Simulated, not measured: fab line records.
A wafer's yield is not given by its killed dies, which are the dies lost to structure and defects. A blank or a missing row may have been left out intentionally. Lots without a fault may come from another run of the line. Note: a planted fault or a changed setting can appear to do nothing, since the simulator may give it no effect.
fab line records	flow ritCmos	part 2 of 2: steps 31 to 44 of 44
[record] lots = 5	wafers = 15	lastDay = 8
route steps=202 shown PSD@151 SDANNEAL@153 NSD@158 PLDD@159 NLDD@160 SILICIDE@161 CONTACT@168 M1@184
lots untouched by any fault: they come from a run of this same line in which no faults occurred
startH: hours from the record's first day to the start of the lot's first wafer shown	waitH: hours since the lot's step before	" same as the row above	L1.1+2: several wafers, shown together as one row	- value missing, or start not given	* or withheld: withheld	< > ~ a bound
route shown NAME@n: names a module that has steps shown in the file, with the first one's number in the route	usual: mean/standard deviation taken from wafers without a fault	same: alike in all rows	chamber/n: place in a boat	sites: the reading at each site	_std_site: the standard deviation of these	_edge_site: mean of outer sites minus mean of inner sites	radiusMm: for every site, how far away it sits from the centre of the wafer	mask NAME#n: copy n	behind: the tool/chamber that last shaped the wafer	hold: cause of the lot's hold/its duration in hours/its outcome	device: the n, p or np transistor that did not switch	end of line: the tests these same wafers got at the end of their route	a step with no rows: only its recipe	killed: at the first sort, the dies lost to defects and structure; wafer yield is something else	map: shows each die of a wafer: x if killed, . if not, _ if none is there
set.NAME: the run value of the setting; set.NAME@STEP: its run value at that earlier step	model.NAME: the simulator's own value behind a step, which no gauge read
certain route steps with their lots: each step a table, each wafer a row
services: a tool's chamber out of use, with start hour (startH, from the record's first day; less than 0 if before it), hours out, and reason
[[steps]]
[step RIT_CONTACT_CD_MEAS_90]
[recipe] targetCdNm = 1000
[usual] cdNm = 1000.5/2
lot.wafer	tool	chamber	startH	waitH	cdNm
L083.1	cdSem-01	-	104.31	0.1	998.4
L083.2	"	-	"	"	998.8
L083.5	"	-	"	"	997.6
L087.2	cdSem-02	-	125.26	0.1	1000.8
L087.4	"	-	"	"	1000.8
L087.5	"	-	"	"	1002.8
L094.1	cdSem-02	-	158.47	0.1	997.8
L094.2	"	-	"	"	998.4
L094.4	"	-	"	"	997.3
L095.2	cdSem-02	-	162.40	0.1	1001.0
L095.3	"	-	"	"	1000.4
L095.4	"	-	"	"	1001.5
L097.4	cdSem-01	-	182.71	0.1	999.7
L097.5	"	-	"	"	999.4
L097.6	"	-	"	"	995.8
[step RIT_CONTACT_CLEAN_13]
[recipe] chemistry = SC1	mix = 3:3:50	timeS = 600	tempC = 75
lot.wafer	tool	chamber	startH	waitH
L083.1+2+5	wetBench-02	2	104.43	0.1
L087.2+4+5	wetBench-03	2	125.36	0.1
L094.1+2+4	wetBench-03	0	158.59	0.1
L095.2+3+4	wetBench-03	0	163.12	0.7
L097.4+5+6	wetBench-03	2	182.77	0.0
[step RIT_CONTACT_CLEAN_14]
[recipe] chemistry = SC2	mix = 3:3:50	timeS = 600	tempC = 75	dry = n2Spin
lot.wafer	tool	chamber	startH	waitH
L083.1+2+5	wetBench-03	2	104.61	0.0
L087.2+4+5	wetBench-03	1	125.55	0.0
L094.1+2+4	wetBench-03	0	158.78	0.0
L095.2+3+4	wetBench-03	3	163.31	0.0
L097.4+5+6	wetBench-03	1	182.95	0.0
[step RIT_M1_SPUTTER_00]
[recipe] material = Al	targetThkNm = 400	powerW = 2000	chamberPressurePa = 0.4	gas = Ar	timeS = 500	substrateTempC = 25
[usual] chamberPressurePa = 0.4000/0.00094	substrateTempC = 25.00/0.1	throttleValvePct = 30.5/0.96
lot.wafer	tool	chamber	startH	waitH	chamberPressurePa	substrateTempC	throttleValvePct
L083.1	pvdSputter-02	-	104.78	0.0	0.4020	24.99	32.2
L083.2	"	-	"	"	0.4002	25.02	31.1
L083.5	"	-	"	"	0.4009	25.03	31.1
L087.2	pvdSputter-02	-	125.74	0.0	0.4008	25.10	32.1
L087.4	"	-	"	"	0.3999	25.00	29.2
L087.5	"	-	"	"	0.4012	24.98	31.3
L094.1	pvdSputter-03	-	158.97	0.0	0.3997	25.04	30.1
L094.2	"	-	"	"	0.4019	25.03	31.1
L094.4	"	-	"	"	0.3992	25.11	30.3
L095.2	pvdSputter-04	-	163.50	0.0	0.3986	25.10	29.9
L095.3	"	-	"	"	0.4004	24.93	31.1
L095.4	"	-	"	"	0.3996	24.90	29.6
L097.4	pvdSputter-04	-	183.12	0.0	0.4004	24.97	30.7
L097.5	"	-	"	"	0.3984	24.87	29.7
L097.6	"	-	"	"	0.3985	24.99	29.5
[step RIT_M1_RS_MEAS_01]
[recipe] thkMeasGauge = four-point-probe	reads = Al_of_M1_SPUTTER_00
[usual] M1_AL_RS = 0.0729/0.00084
lot.wafer	tool	chamber	startH	waitH	M1_AL_RS[ohm/sq]
L083.1	filmMetro-03	-	105.08	0.1	0.0744
L083.2	"	-	"	"	0.0747
L083.5	"	-	"	"	0.0744
L087.2	filmMetro-04	-	126.05	0.2	0.0726
L087.4	"	-	"	"	0.0726
L087.5	"	-	"	"	0.0728
L094.1	filmMetro-01	-	159.26	0.1	0.0723
L094.2	"	-	"	"	0.0724
L094.4	"	-	"	"	0.0722
L095.2	filmMetro-03	-	163.82	0.2	0.0733
L095.3	"	-	"	"	0.0731
L095.4	"	-	"	"	0.0736
L097.4	filmMetro-03	-	183.48	0.2	0.0731
L097.5	"	-	"	"	0.0742
L097.6	"	-	"	"	0.0735
[step RIT_M1_THK_MEAS_02]
[recipe] thkMeasGauge = xrf	reads = Al_of_M1_SPUTTER_00
[usual] M1_AL_THK = 399/5.9
lot.wafer	tool	chamber	startH	waitH	M1_AL_THK[nm]
L083.1	filmMetro-03	-	105.20	0.1	390
L083.2	"	-	"	"	391
L083.5	"	-	"	"	391
L087.2	filmMetro-04	-	126.16	0.1	403
L087.4	"	-	"	"	404
L087.5	"	-	"	"	403
L094.1	filmMetro-01	-	159.38	0.1	402
L094.2	"	-	"	"	397
L094.4	"	-	"	"	400
L095.2	filmMetro-03	-	163.93	0.1	397
L095.3	"	-	"	"	397
L095.4	"	-	"	"	394
L097.4	filmMetro-03	-	183.57	0.1	400
L097.5	"	-	"	"	391
L097.6	"	-	"	"	397
[step RIT_M1_HMDS_03]
[recipe] primeTimeS = 60	primeTempC = 140
lot.wafer	tool	chamber	startH	waitH
L083.1+2+5	lithoTrack-03	0	105.26	0.1
L087.2+4+5	lithoTrack-04	0	126.24	0.1
L094.1+2+4	lithoTrack-01	0	159.44	0.1
L095.2+3+4	lithoTrack-01	0	164.00	0.1
L097.4+5+6	lithoTrack-01	0	183.67	0.1
[step RIT_M1_COAT_04]
[recipe] resist = NOVOLAK	spinRpm = 2000	resistThkNm = 1300
lot.wafer	tool	chamber	startH	waitH
L083.1+2+5	lithoTrack-03	0	105.41	0.1
L087.2+4+5	lithoTrack-04	0	126.39	0.1
L094.1+2+4	lithoTrack-01	0	159.59	0.1
L095.2+3+4	lithoTrack-01	0	164.15	0.1
L097.4+5+6	lithoTrack-01	0	183.82	0.1
[step RIT_M1_SOFTBAKE_05]
[recipe] resist = NOVOLAK	tempC = 90	timeS = 60
lot.wafer	tool	chamber	startH	waitH
L083.1+2+5	lithoTrack-03	0	105.56	0.1
L087.2+4+5	lithoTrack-04	0	126.54	0.1
L094.1+2+4	lithoTrack-01	0	159.74	0.1
L095.2+3+4	lithoTrack-01	0	164.30	0.1
L097.4+5+6	lithoTrack-01	0	183.97	0.1
[step RIT_M1_EXPOSE_06]
[recipe] maskId = M12	na = 0.6	sourceShape = conventional	sigmaOuter = 0.5	targetCdNm = 2600	doseMj = 250
lot.wafer	tool	chamber	startH	waitH	mask
L083.1+2+5	ilineStepper-01	0	105.90	0.3	M12#0
L087.2+4+5	ilineStepper-02	0	126.86	0.3	M12#0
L094.1+2+4	ilineStepper-01	0	159.89	0.1	M12#0
L095.2+3+4	ilineStepper-01	0	164.45	0.1	M12#0
L097.4+5+6	ilineStepper-02	0	184.23	0.2	M12#0
[step RIT_M1_PEB_07]
[recipe] resist = NOVOLAK	tempC = withheld	timeS = withheld
lot.wafer	tool	chamber	startH	waitH
L083.1+2+5	lithoTrack-01	0	106.03	0.1
L087.2+4+5	lithoTrack-04	0	126.98	0.1
L094.1+2+4	lithoTrack-04	0	160.01	0.1
L095.2+3+4	lithoTrack-01	0	164.57	0.1
L097.4+5+6	lithoTrack-03	0	184.36	0.1
[step RIT_M1_DEVELOP_08]
[recipe] resist = NOVOLAK	developTimeS = 68	devTempC = 23
lot.wafer	tool	chamber	startH	waitH
L083.1+2+5	lithoTrack-01	0	-	-
L087.2+4+5	lithoTrack-04	0	-	-
L094.1+2+4	lithoTrack-04	0	-	-
L095.2+3+4	lithoTrack-01	0	-	-
L097.4+5+6	lithoTrack-03	0	-	-
[step RIT_M1_CD_MEAS_09]
[recipe] targetCdNm = 2600
[usual] cdNm = 2600.0/2.1
lot.wafer	tool	chamber	startH	waitH	cdNm
L083.1	cdSem-02	-	106.34	-	2595.4
L083.2	"	-	"	"	2596.2
L083.5	"	-	"	"	2600.7
L087.2	cdSem-02	-	127.29	-	2603.8
L087.4	"	-	"	"	2602.7
L087.5	"	-	"	"	2602.9
L094.1	cdSem-01	-	160.32	-	2598.1
L094.2	"	-	"	"	2598.1
L094.4	"	-	"	"	2597.7
L095.2	cdSem-01	-	164.88	-	2600.7
L095.3	"	-	"	"	2601.7
L095.4	"	-	"	"	2603.2
L097.4	cdSem-02	-	184.66	-	2600.7
L097.5	"	-	"	"	2597.8
L097.6	"	-	"	"	2600.3
[step RIT_M1_OVL_MEAS_10]
[usual] M1_OVL = 1.0/1.2
lot.wafer	tool	chamber	startH	waitH	M1_OVL[nm]
L083.1	overlay-02	-	106.46	0.1	1.4
L083.2	"	-	"	"	1.3
L083.5	"	-	"	"	1.6
L087.2	overlay-01	-	127.40	0.1	-0.4
L087.4	"	-	"	"	1.0
L087.5	"	-	"	"	0.7
L094.1	overlay-01	-	160.44	0.1	0.9
L094.2	"	-	"	"	0.5
L094.4	"	-	"	"	0.3
L095.2	overlay-01	-	164.98	0.1	2.1
L095.3	"	-	"	"	0.4
L095.4	"	-	"	"	1.1
L097.4	overlay-01	-	184.74	0.1	3.9
L097.5	"	-	"	"	1.3
L097.6	"	-	"	"	1.4
[[services]]
tool	chamber	startH	hours	kind
rieDiel-03	0	85.92	16.2	repair
rieDiel-01	0	87.76	5.4	repair
wetBench-02	-	92.42	3.8	repair
rieDiel-01	0	93.16	-	clean
rieDiel-01	0	93.16	12.9	scheduledDown
rieDiel-01	0	93.16	12.9	ventCycle
pecvd-04	-	98.95	0.8	repair
ilineStepper-01	-	102.15	2.1	pm
ilineStepper-01	-	104.23	-	consumableReplace:lamp
plasmaAsher-04	-	108.75	9.0	pm
plasmaAsher-04	0	108.75	9.0	ventCycle
ilineStepper-02	-	119.40	4.4	pm
ilineStepper-01	-	123.84	5.2	repair
pecvd-04	-	128.57	6.0	pm
pvdSputter-02	-	138.72	1.9	repair
pecvd-04	-	148.83	2.4	repair
pvdSputter-04	-	151.10	10.1	repair
ilineStepper-02	-	153.64	2.1	pm
ilineStepper-02	-	155.72	-	consumableReplace:lamp
rieDiel-01	3	159.62	-	clean
rieDiel-01	3	159.62	24.0	scheduledDown
rieDiel-01	3	159.62	24.0	ventCycle
rieDiel-03	2	170.21	1.3	repair
rieDiel-03	0	184.36	1.4	repair
